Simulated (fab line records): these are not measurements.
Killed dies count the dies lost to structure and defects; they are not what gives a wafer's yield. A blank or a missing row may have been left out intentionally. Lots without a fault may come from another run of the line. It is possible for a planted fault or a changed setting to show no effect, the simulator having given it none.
Split-lot study ; flow berkeley-cmos170 ; 5 lots, 23 wafers read, on a route of 331 steps

== SPLIT DETAILS ==
At UCB170_PVT_COAT_01 (resist thk 900 nm), the setting spin-rpm was moved away from the recipe's 1500 rpm on 10 of the 23 wafers read, by -6.7% to +3.9%. For the rest of the wafers, this setting stayed at what the recipe calls for.

The reading comes from the split's own step.

== THE READING ==
KrF_of_PVT_COAT_01.thk-nm (the simulator's own value, which no gauge read), in nm, at UCB170_PVT_COAT_01 (resist thk 900 nm). No usual value for it is given in the file. Average 898.9 nm, standard deviation 2.8 nm, over the 13 wafers here run with the recipe.

wafer;tool, chamber at the split;spin-rpm as run, rpm;against the recipe;KrF_of_PVT_COAT_01.thk-nm, nm;against lot-mates on the recipe
L074.1;litho-track-01, 0;1500;recipe;900.5;-
L074.2;litho-track-01, 0;1558;+3.9%;880.4;-19.6
L074.4;litho-track-01, 0;1558;+3.9%;883.7;-16.3
L074.5;litho-track-01, 0;1500;recipe;899.6;-
L074.6;litho-track-01, 0;1558;+3.9%;883.4;-16.6
L079.2;litho-track-01, 0;1500;recipe;902.1;-
L079.5;litho-track-01, 0;1500;recipe;902;-
L079.6;litho-track-01, 0;1500;recipe;901.6;-
L077.1;litho-track-01, 0;1500;recipe;898.3;-
L077.2;litho-track-01, 0;1500;recipe;902.3;-
L077.4;litho-track-01, 0;1411;-5.9%;931.6;+32.0
L077.5;litho-track-01, 0;1411;-5.9%;928;+28.4
L077.6;litho-track-01, 0;1500;recipe;898.1;-
L083.1;litho-track-04, 0;1500;recipe;896.1;-
L083.2;litho-track-04, 0;1400;-6.7%;927.2;+31.9
L083.3;litho-track-04, 0;1500;recipe;894.5;-
L083.4;litho-track-04, 0;1400;-6.7%;927.3;+32.0
L083.5;litho-track-04, 0;1400;-6.7%;925;+29.7
L082.2;litho-track-04, 0;1500;recipe;893.6;-
L082.3;litho-track-04, 0;1500;recipe;897.5;-
L082.4;litho-track-04, 0;1538;+2.5%;883.8;-13.1
L082.5;litho-track-04, 0;1538;+2.5%;883;-13.9
L082.6;litho-track-04, 0;1500;recipe;899.6;-

THE FIT
A straight line over all 23 wafers: KrF_of_PVT_COAT_01.thk-nm changes by -4.55 nm for each +1% of spin-rpm; r = -0.98; the points scatter about the line by 3.1 nm.
The same after taking each lot's own level away (the mean of its wafers on the recipe; 23 wafers): -4.8 nm for each +1%; r = -0.99; scatter 1.7 nm.
Per that fit: largest spin-rpm move, reading shift of 32 nm.
The lots' own levels span 895.30 to 901.90 nm, that is 2.4 times the standard deviation above.
The two slopes are in agreement: the lot-to-lot level therefore moves the slope only a little.
Check: +32.1 nm against its lot-mates is what the line predicts for one of the wafers moved furthest among these (-6.7%) when that wafer is left out of the fit. Against them it came out at +31.9 nm.

== ADDITIONAL SPLITS CARRIED BY THESE WAFERS ==
These wafers also went through other splits before the reading. Each is held against what the fit with the lots' levels taken away leaves over:
other split on the same wafers;wafers away from the commonest value;r with KrF_of_PVT_COAT_01.thk-nm (lot level and that fit taken away)
UCB170_NWELL_ETCH_13 rf-w;8;-0.29
UCB170_PWELL_OXIDATION_02 temp-c;18;-0.20
UCB170_WELLDRIVE_OXIDATION_01 temp-c;18;+0.10
UCB170_ACTIVE_COAT_08 resist-thk-nm;11;-0.07
UCB170_ACTIVE_ETCH_15 time-s;3;+0.08
UCB170_FIELD_OXIDATION_01 temp-c;15;-0.13
UCB170_NVT_IMPLANT_07 energy-kev;8;-0.51

== THE WHOLE CHAIN: every reading that the file lists as answering this split, in the file's order ==
step;what it does;reading;change (the file's fit);r (the file's)
UCB170_PVT_COAT_01;resist thk 900 nm;KrF_of_PVT_COAT_01.thk-nm (the simulator's own value, which no gauge read);-4.85 nm for each +1% of the setting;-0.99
UCB170_PVT_STRIP_08;strips in O2;strip-time-to-endpoint-s;withheld for each +1% of the setting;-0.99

== THE FILE'S OWN FIT ==
KrF_of_PVT_COAT_01.thk-nm changes by -4.85 nm for each +1% of spin-rpm, r = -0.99.
